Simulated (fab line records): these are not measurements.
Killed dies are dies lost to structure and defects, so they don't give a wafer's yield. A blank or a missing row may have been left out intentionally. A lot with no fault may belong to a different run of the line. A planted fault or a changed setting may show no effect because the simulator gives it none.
Struck lot and sound lot, side by side / flow rit cmos / 15 out of 202 route steps
Sound: wafers L710.4, L710.5, L710.6. The struck wafers were L707.3, L707.5, L707.6. The cause is given at the end.
For every step that has rows: the tool of each side, followed by ch and its chambers, followed by its first start. Under that, the readings that differ: sound wafers / struck wafers / difference of the means / sigmas: that difference in standard deviations of wafers without a fault.
alike: words and numbers the same on both sides, and readings whose means are apart by under 2 such deviations; not compared: readings that were withheld, readings missing a value for some wafer, numbers with overlapping values and no deviation given by the record, and bounds like >300 which may hide the same value.
The two part at a step that has a row with sigmas, a row that says differs or no value, or rows on one side only. Numbers that have no deviation but don't overlap get no sigmas and don't part them. A reading missing from all wafers of one side parts the sides only when that side holds two or more wafers.

RIT_GATE_THK_MEAS_07:
  sound: film metro-01 at day 6 11:41; struck: film metro-02 at day 6 03:22
  alike: GATE_OXIDE_THK
then, 1 step without rows for these wafers: RIT_GATE_CVD_08 (deposits poly-Si from SiH4, target thk 250 nm, time 2220 s).
RIT_GATE_THK_MEAS_09:
  sound: film metro-02 at day 6 13:22; struck: film metro-02 at day 6 05:03
  alike: GATE_POLY_THK
then, 6 steps without rows for these wafers: RIT_GATE_HMDS_10 (prime time 60 s); RIT_GATE_COAT_11 (resist thk 850 nm); RIT_GATE_SOFTBAKE_12 (time 60 s); RIT_GATE_EXPOSE_13 (exposes mask M6, target cd 150 nm); RIT_GATE_PEB_14; RIT_GATE_DEVELOP_15 (develop time 50 s).
RIT_GATE_CD_MEAS_16: target cd 150 nm.
  sound: cd sem-02 at day 6 14:23; struck: cd sem-01 at day 6 05:59
reading=cd nm (nm); sound=145.8 145.3 147.6; struck=151.9 152.7 153.6; difference=+6.5; sigmas=+3
RIT_GATE_OVL_MEAS_17:
  sound: overlay-01 at day 6 14:28; struck: overlay-02 at day 6 06:04
  alike: GATE_OVL
then, 1 step without rows for these wafers: RIT_GATE_HARDBAKE_18 (time 60 s).
RIT_GATE_ETCH_19: etches poly-Si in SF6/CHF3/O2, stops on SiO2, time 165 s, target depth 312.5 nm.
  sound on rie si-02 ch 1,2,3, day 6 14:38; struck on rie si-01 ch 0,1,3, day 6 06:15
reading=oes product au (a.u.); sound=0.828 0.830 0.832; struck=0.798 0.767 0.771; difference=-0.051; sigmas=-5
reading=run length s (s); sound=193.6 192.9 193.0; struck=210.0 209.7 210.4; difference=+16.9; sigmas=+53
reading=model.NOVOLAK_of_GATE_COAT_11.thk nm (nm); sound=670.5 671 671.6; struck=666 664.2 666.4; difference=-6; sigmas=
  alike: chamber pressure mTorr, drypump motor current A, throttle valve pct
  not compared: rf hours counter h
RIT_GATE_STRIP_20: strips in O2, time 180 s.
  sound on plasma asher-04 ch 0,1, day 6 14:48; struck on plasma asher-04 ch 0,1, day 6 06:25
  alike: chamber pressure mTorr, drypump motor current A
  not compared: rf hours counter h
RIT_M1_PROBE_99:
  sound: prober-01 at day 7 11:59; struck: prober-02 at day 7 02:10
reading=killed at front end; sound=4 5 6; struck=8 12 16; difference=+7; sigmas=+2
reading=killed dies; sound=4 5 6; struck=8 12 16; difference=+7; sigmas=+2
reading=killed open; sound=1 2 3; struck=4 8 10; difference=+5; sigmas=+3
  alike: killed at contacts, killed short

WHERE THEY PART
Earliest at RIT_GATE_CD_MEAS_16; latest, in this record, at RIT_M1_PROBE_99.

WHY: the cause the simulator had injected
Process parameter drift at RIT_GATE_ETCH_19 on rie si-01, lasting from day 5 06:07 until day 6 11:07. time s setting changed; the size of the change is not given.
